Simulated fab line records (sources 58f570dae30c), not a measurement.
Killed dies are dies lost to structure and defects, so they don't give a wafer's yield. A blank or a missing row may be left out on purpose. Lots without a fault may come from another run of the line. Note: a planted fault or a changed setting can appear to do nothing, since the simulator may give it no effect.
2 desks looking at one fault | flow berkeley_cmos170 | numbers are kept per desk, each desk with only its own; the story behind them comes last

THE METROLOGY DESK
Lot by lot, what the gauges showed, no matter which tool ran the lot: averages of those sampled wafers that carry a number. If a lot's mean is further than 4 standard deviations from the usual mean, the lot is out of limits and carries the mark OUT (the distance appears in the brackets). Readings shown: 7 of its 12, picked as those furthest out on some lot.
Columns: A = PSD_RS at UCB170_SDANNEAL_RS_MEAS_02, usual 75.4 ohm/sq; B = NSD_RS at UCB170_SDANNEAL_RS_MEAS_03, usual 37.20 ohm/sq; C = PLDD_RS at UCB170_SDANNEAL_RS_MEAS_04, usual 1030.4 ohm/sq; D = NLDD_RS at UCB170_SDANNEAL_RS_MEAS_05, usual 615.2 ohm/sq; E = CONTACT_PSG_THK at UCB170_CONTACT_THK_MEAS_02, usual 699 nm; F = M1_AL_RS at UCB170_M1_RS_MEAS_01, usual 0.0484 ohm/sq; G = M1_AL_THK at UCB170_M1_THK_MEAS_02, usual 602 nm
lot  | first seen here | A    | B     | C      | D     | E   | F      | G
L422 | day 9 05:19     | 75.3 | 37.15 | 1029.3 | 615.2 | 718 | 0.0489 | 598
L426 | day 10 13:14    | 75.6 | 37.28 | 1034.0 | 618.1 | 688 | 0.0489 | 590
L432 | day 11 15:47    | 75.9 | 37.43 | 1033.4 | 617.5 | 696 | 0.0483 | 608
L434 | day 11 16:32    | 75.3 | 37.21 | 1024.9 | 614.6 | 708 | 0.0478 | 616
L435 | day 12 02:55    | 75.3 | 37.28 | 1032.9 | 618.7 | 696 | 0.0471 | 626
L439 | day 13 00:07    | 75.7 | 37.11 | 1033.7 | 612.1 | 697 | 0.0486 | 599
Result from this desk: across the 6 lots, nothing is out of limits.

DESK OF THE TOOL OWNER: rtp_anneal-02
The tool's own readings at UCB170_SILICIDE_RTA_04 (time 15 s): means of the sampled wafers that have a number, for each lot that ran on this tool. If a lot's mean is further than 4 standard deviations from the usual mean, the lot is out of limits and carries the mark OUT (the distance appears in the brackets).
Columns: A = anneal_temp_c_max at UCB170_SILICIDE_RTA_04, usual 652.5; B = lamp_power_pct at UCB170_SILICIDE_RTA_04, usual 11.5 %; C = wafer_temp_C_max at UCB170_SILICIDE_RTA_04, usual 653.0
lot  | first seen here | A     | B    | C
L426 | day 10 13:59    | 652.1 | 10.1 | 653.7
L432 | day 11 16:32    | 651.8 | 10.1 | 653.9
L434 | day 11 17:17    | 651.9 | 10.1 | 654.0
L435 | day 12 03:40    | 652.2 | 10.1 | 654.0
Result from this desk: across the 4 lots, nothing is out of limits.

TAKEN TOGETHER
At the metrology desk, nothing out of limits was observed.
The tool owner's desk saw nothing out of limits.

WHAT THE SIMULATOR HAD INSERTED
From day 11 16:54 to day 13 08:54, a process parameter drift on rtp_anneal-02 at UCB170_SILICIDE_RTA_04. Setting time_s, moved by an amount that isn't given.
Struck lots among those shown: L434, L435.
